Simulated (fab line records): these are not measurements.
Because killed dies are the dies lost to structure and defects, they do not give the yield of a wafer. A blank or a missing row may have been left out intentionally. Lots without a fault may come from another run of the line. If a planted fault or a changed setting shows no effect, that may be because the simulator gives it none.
Which of the tools did it? | flow berkeley-cmos170 | 45 wafers sampled from 15 lots at 1 step of a route of 331

## WHAT EACH GAUGE READ, for each wafer
The record holds no reading of a measuring or inspecting step that can be judged against a usual standard deviation.

## EACH LOT AND THE TOOL THAT RAN IT (in order: tool; ch and the chambers of the sampled wafers; start)
lot  | UCB170_V1_DEVELOP_11
L706 | litho-track-03 ch 0, day 8 18:00
L707 | litho-track-04 ch 0, day 8 21:00
L708 | litho-track-04 ch 0, day 8 23:00
L709 | litho-track-04 ch 0, day 10 02:00
L711 | litho-track-03 ch 0, day 10 02:00
L714 | litho-track-01, day 10 20:00
L716 | litho-track-03, day 11 08:00
L718 | litho-track-04, day 11 10:00
L715 | litho-track-01 ch 0, day 11 12:00
L724 | litho-track-04 ch 0, day 12 21:00
L721 | litho-track-01 ch 0, day 12 23:00
L722 | litho-track-04 ch 0, day 13 01:00
L723 | litho-track-04 ch 0, day 13 01:00
L726 | litho-track-04 ch 0, day 13 02:00
L728 | litho-track-01 ch 0, day 13 12:00
- UCB170_V1_DEVELOP_11: develop time 45 s.

## WHAT THE TOOLS THEMSELVES READ (means of the sampled wafers that have a number; where no wafer has one, the mark that the record gives instead)
UCB170_V1_DEVELOP_11.
lot  | tool           | chill-plate-temp-C (C)
L706 | litho-track-03 | 23.07
L707 | litho-track-04 | 22.83
L708 | litho-track-04 | 22.92
L709 | litho-track-04 | 23.04
L711 | litho-track-03 | 23.04
L714 | litho-track-01 | -
L716 | litho-track-03 | -
L718 | litho-track-04 | -
L715 | litho-track-01 | 22.96
L724 | litho-track-04 | 22.99
L721 | litho-track-01 | 23.08
L722 | litho-track-04 | 23.00
L723 | litho-track-04 | 23.09
L726 | litho-track-04 | 23.03
L728 | litho-track-01 | 22.94

## THE ANSWER, worked out from the rows above alone
Rule: the lots themselves supply what counts as usual. The widest of any qualifying gaps counts: lots, ordered by their means at a reading, are off when they make up no more than a third of the lots, leave a main group of 4 or more, and stand apart from it by 3 or more times the standard deviation of that group's means. If all means in a main group match to the digits the tables above print for the reading, that group is not used. Also off: a lot with no number at a reading for which 4 or more lots have one. All remaining lots with rows at the step are treated as sound. Order of review: gauges by route order, followed by the tools' own readings, for which a lot's mean as printed above is used. The first step at which some lot is off is used, and at that step the reading that is off furthest; a lot without a number counts as furthest.
Off at UCB170_V1_DEVELOP_11 (chill-plate-temp-C): L714, L716, L718. Without a number there: L714, L716, L718. For the main group the mean is 23.00 C and the standard deviation 0.073.
If a tool, at that step or one of the process steps before it, ran each lot that is off and ran no sound lot following the first of them, it fits. Not one of the candidates tried fits.

## WHAT THE SIMULATOR HAD INSERTED
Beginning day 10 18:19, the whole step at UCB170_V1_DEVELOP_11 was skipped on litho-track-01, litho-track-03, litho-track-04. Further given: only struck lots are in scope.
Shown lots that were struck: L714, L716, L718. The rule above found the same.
